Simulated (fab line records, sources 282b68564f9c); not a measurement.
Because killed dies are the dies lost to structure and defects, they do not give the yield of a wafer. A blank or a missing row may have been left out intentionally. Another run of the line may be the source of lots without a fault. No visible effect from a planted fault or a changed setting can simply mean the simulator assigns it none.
Commonality check across tools / flow rit cmos / 15 lots and 45 wafers in the sample

== REASON FOR OPENING ==
Of 15 lots, 3 have the reading PSD_TW flagged at RIT_PSD_TW_MEAS_10. Fault-free wafers read 3470, with a standard deviation of 27.
Rule: a lot gets a flag if all its wafers with a number sit over 4 standard deviations from that mean, or if no wafer of it has a number. As for the other lots, they are considered sound.

lot=L239; measured=day 3 00:10; on=film metro-02; PSD_TW, wafer by wafer=3443 3449 3435; flag=
lot=L240; measured=day 3 05:47; on=film metro-04; PSD_TW, wafer by wafer=3463 3472 3482; flag=
lot=L243; measured=day 3 20:51; on=film metro-02; PSD_TW, wafer by wafer=3598 3581 3614; flag=FLAGGED
lot=L244; measured=day 4 01:21; on=film metro-01; PSD_TW, wafer by wafer=3496 3474 3496; flag=
lot=L245; measured=day 4 07:38; on=film metro-04; PSD_TW, wafer by wafer=3485 3486 3483; flag=
lot=L246; measured=day 4 13:11; on=film metro-01; PSD_TW, wafer by wafer=3634 3634 3648; flag=FLAGGED
lot=L247; measured=day 4 18:15; on=film metro-01; PSD_TW, wafer by wafer=3486 3481 3486; flag=
lot=L251; measured=day 5 15:45; on=film metro-01; PSD_TW, wafer by wafer=3642 3624 3639; flag=FLAGGED
lot=L256; measured=day 6 20:11; on=film metro-01; PSD_TW, wafer by wafer=3503 3482 3484; flag=
lot=L257; measured=day 7 06:40; on=film metro-01; PSD_TW, wafer by wafer=3525 3504 3515; flag=
lot=L258; measured=day 7 10:37; on=film metro-02; PSD_TW, wafer by wafer=3434 3442 3443; flag=
lot=L259; measured=day 7 12:14; on=film metro-04; PSD_TW, wafer by wafer=3461 3465 3487; flag=
lot=L260; measured=day 7 17:23; on=film metro-04; PSD_TW, wafer by wafer=3474 3462 3463; flag=
lot=L261; measured=day 7 22:01; on=film metro-04; PSD_TW, wafer by wafer=3454 3461 3472; flag=
lot=L262; measured=day 8 02:05; on=film metro-02; PSD_TW, wafer by wafer=3429 3413 3422; flag=
Average over the flagged lots: 3624; offset from the usual +154, equal to +6 standard deviations.

== WHICH TOOL RAN EACH LOT ==
Before the reading, the record contains 2 process steps out of a 202-step route. In each cell: the tool, then ch and the chambers that the sampled wafers went through, then the start.
lot=L239; flag=; RIT_NRETRO_STRIP_09=plasma asher-03 ch 0,1, day 2 05:31; RIT_PSD_IMPLANT_08=implanter-02 ch 0, day 2 23:52
lot=L240; flag=; RIT_NRETRO_STRIP_09=plasma asher-04 ch 1, day 2 11:02; RIT_PSD_IMPLANT_08=implanter-02 ch 0, day 3 05:29
lot=L243; flag=FLAGGED; RIT_NRETRO_STRIP_09=plasma asher-04 ch 0,1, day 3 01:44; RIT_PSD_IMPLANT_08=implanter-03 ch 0, day 3 20:13
lot=L244; flag=; RIT_NRETRO_STRIP_09=plasma asher-01 ch 0,1, day 3 06:31; RIT_PSD_IMPLANT_08=implanter-04 ch 0, day 4 01:01
lot=L245; flag=; RIT_NRETRO_STRIP_09=plasma asher-01 ch 0,1, day 3 11:36; RIT_PSD_IMPLANT_08=implanter-03 ch 0, day 4 07:19
lot=L246; flag=FLAGGED; RIT_NRETRO_STRIP_09=plasma asher-01 ch 0,1, day 3 17:00; RIT_PSD_IMPLANT_08=implanter-03 ch 0, day 4 12:35
lot=L247; flag=; RIT_NRETRO_STRIP_09=plasma asher-04 ch 0,1, day 3 21:46; RIT_PSD_IMPLANT_08=implanter-03 ch 0, day 4 17:56
lot=L251; flag=FLAGGED; RIT_NRETRO_STRIP_09=plasma asher-01 ch 0,1, day 4 19:29; RIT_PSD_IMPLANT_08=implanter-04 ch 0, day 5 15:08
lot=L256; flag=; RIT_NRETRO_STRIP_09=plasma asher-01 ch 0,1, day 5 23:37; RIT_PSD_IMPLANT_08=implanter-02 ch 0, day 6 19:53
lot=L257; flag=; RIT_NRETRO_STRIP_09=plasma asher-04 ch 0,1, day 6 06:04; RIT_PSD_IMPLANT_08=implanter-03 ch 0, day 7 06:20
lot=L258; flag=; RIT_NRETRO_STRIP_09=plasma asher-03 ch 1, day 6 10:46; RIT_PSD_IMPLANT_08=implanter-04 ch 0, day 7 10:08
lot=L259; flag=; RIT_NRETRO_STRIP_09=plasma asher-04 ch 0,1, day 6 15:23; RIT_PSD_IMPLANT_08=implanter-02 ch 0, day 7 11:57
lot=L260; flag=; RIT_NRETRO_STRIP_09=plasma asher-03 ch 0,1, day 6 18:23; RIT_PSD_IMPLANT_08=implanter-03 ch 0, day 7 17:04
lot=L261; flag=; RIT_NRETRO_STRIP_09=plasma asher-04 ch 0,1, day 6 23:50; RIT_PSD_IMPLANT_08=implanter-03 ch 0, day 7 21:42
lot=L262; flag=; RIT_NRETRO_STRIP_09=plasma asher-04 ch 0,1, day 7 06:05; RIT_PSD_IMPLANT_08=implanter-02 ch 0, day 8 01:47
What these steps do:
- RIT_NRETRO_STRIP_09: strips in O2, time 180 s.
- RIT_PSD_IMPLANT_08
- RIT_PSD_TW_MEAS_10

== FLAGGED AGAINST TOTAL, ONE TOOL AT A TIME (gauges that did the reading follow at the end) ==
step=RIT_NRETRO_STRIP_09; tool=plasma asher-01; lots run=5; flagged=2; share of the flagged lots=some; sound lots run after its first flagged lot=1 (L256)
step=RIT_NRETRO_STRIP_09; tool=plasma asher-03; lots run=3; flagged=0; share of the flagged lots=none; sound lots run after its first flagged lot=-
step=RIT_NRETRO_STRIP_09; tool=plasma asher-04; lots run=7; flagged=1; share of the flagged lots=some; sound lots run after its first flagged lot=5 (L247,L257,L259,L261,L262)
step=RIT_PSD_IMPLANT_08; tool=implanter-02; lots run=5; flagged=0; share of the flagged lots=none; sound lots run after its first flagged lot=-
step=RIT_PSD_IMPLANT_08; tool=implanter-03; lots run=7; flagged=2; share of the flagged lots=some; sound lots run after its first flagged lot=5 (L245,L247,L257,L260,L261)
step=RIT_PSD_IMPLANT_08; tool=implanter-04; lots run=3; flagged=1; share of the flagged lots=some; sound lots run after its first flagged lot=1 (L258)
step=RIT_PSD_TW_MEAS_10; tool=film metro-01; lots run=6; flagged=2; share of the flagged lots=some; sound lots run after its first flagged lot=3 (L247,L256,L257)
step=RIT_PSD_TW_MEAS_10; tool=film metro-02; lots run=4; flagged=1; share of the flagged lots=some; sound lots run after its first flagged lot=2 (L258,L262)
step=RIT_PSD_TW_MEAS_10; tool=film metro-04; lots run=5; flagged=0; share of the flagged lots=none; sound lots run after its first flagged lot=-

== WHAT IS ALLOWED BY THE TABLE ==
No row of the table ran every flagged lot.

== WHAT HAD BEEN PUT IN BY THE SIMULATOR ==
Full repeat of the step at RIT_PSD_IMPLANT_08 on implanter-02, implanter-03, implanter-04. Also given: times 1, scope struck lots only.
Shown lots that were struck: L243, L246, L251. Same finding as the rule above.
